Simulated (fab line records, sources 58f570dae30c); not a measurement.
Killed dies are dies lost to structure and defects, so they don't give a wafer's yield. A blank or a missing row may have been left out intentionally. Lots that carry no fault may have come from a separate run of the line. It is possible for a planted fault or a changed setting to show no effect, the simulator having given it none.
One fault seen from 2 desks    flow berkeley_cmos170    each desk holds nothing but its own numbers, with what lay behind them at the end

TOOL OWNER'S DESK, litho_track-04
The tool's own readings at UCB170_ACTIVE_PEB_11: means of the sampled wafers that have a number, for each lot that ran on this tool. A lot is out of limits, marked OUT, if its mean lies more than 4 standard deviations from the usual mean; the brackets give that distance.
Columns: A = heater_power_total_W at UCB170_ACTIVE_PEB_11, usual 56.81 W
lot   first seen here  A
L704  day 5 12:46      56.85
L707  day 5 15:52      56.80
L710  day 6 00:41      56.83
L708  day 6 00:59      56.80
L714  day 7 05:11      56.78
L716  day 7 12:34      57.37 (+13) OUT
L717  day 8 11:05      57.42 (+14) OUT
This desk's finding: out of limits on L716, L717; first on L716, day 7 12:34 (heater_power_total_W at UCB170_ACTIVE_PEB_11). Within limits: L704, L707, L710, L708, L714.

THE METROLOGY DESK
Means of the sampled wafers that have a number, per lot and without regard to the tool the lot ran on: this is what the gauges read. A lot is out of limits, marked OUT, if its mean lies more than 4 standard deviations from the usual mean; the brackets give that distance.
Columns: A = cd_nm at UCB170_PLDD_CD_MEAS_06, usual 1199.5 nm; B = cd_nm at UCB170_M1_CD_MEAS_09, usual 700.3 nm; C = M3_BOW at UCB170_M3_BOW_MEAS_20, usual 35 um
lot   first seen here  A       B      C
L703  day 6 22:50      1200.6  696.9  26
L707  day 7 23:46      1201.2  699.0  42
L704  day 8 00:06      1200.5  698.5  39
L708  day 8 16:31      1200.8  702.9  34
L710  day 8 16:46      1198.2  698.2  42
L714  day 9 17:49      1199.4  700.9  45
L715  day 10 06:23     1199.0  701.3  38
L716  day 10 07:08     1201.7  701.5  36
L717  day 11 04:24     1198.2  700.3  28
L721  day 11 05:43     1195.8  698.9  32
L720  day 11 05:49     1200.4  700.8  29
L723  day 12 03:49     1202.6  702.5  44
L722  day 12 03:59     1197.3  700.7  29
L724  day 12 04:05     1200.4  702.1  34
This desk found nothing out of limits on any of the 14 lots.

BROUGHT TOGETHER
The tool owner's desk could have raised an alarm at day 7 12:34, on L716, L717.
At the metrology desk, nothing out of limits was observed.
The metrology desk has L716, L717 on record, within its limits.
On litho_track-04, each named lot ran UCB170_ACTIVE_PEB_11.

WHAT THE SIMULATOR PUT IN
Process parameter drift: litho_track-04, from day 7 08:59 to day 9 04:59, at UCB170_ACTIVE_PEB_11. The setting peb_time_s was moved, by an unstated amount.
Lots struck among those shown: L716, L717.
How many hours passed from the start of the fault until each desk's first out-of-limits reading: the tool owner's desk, 4.
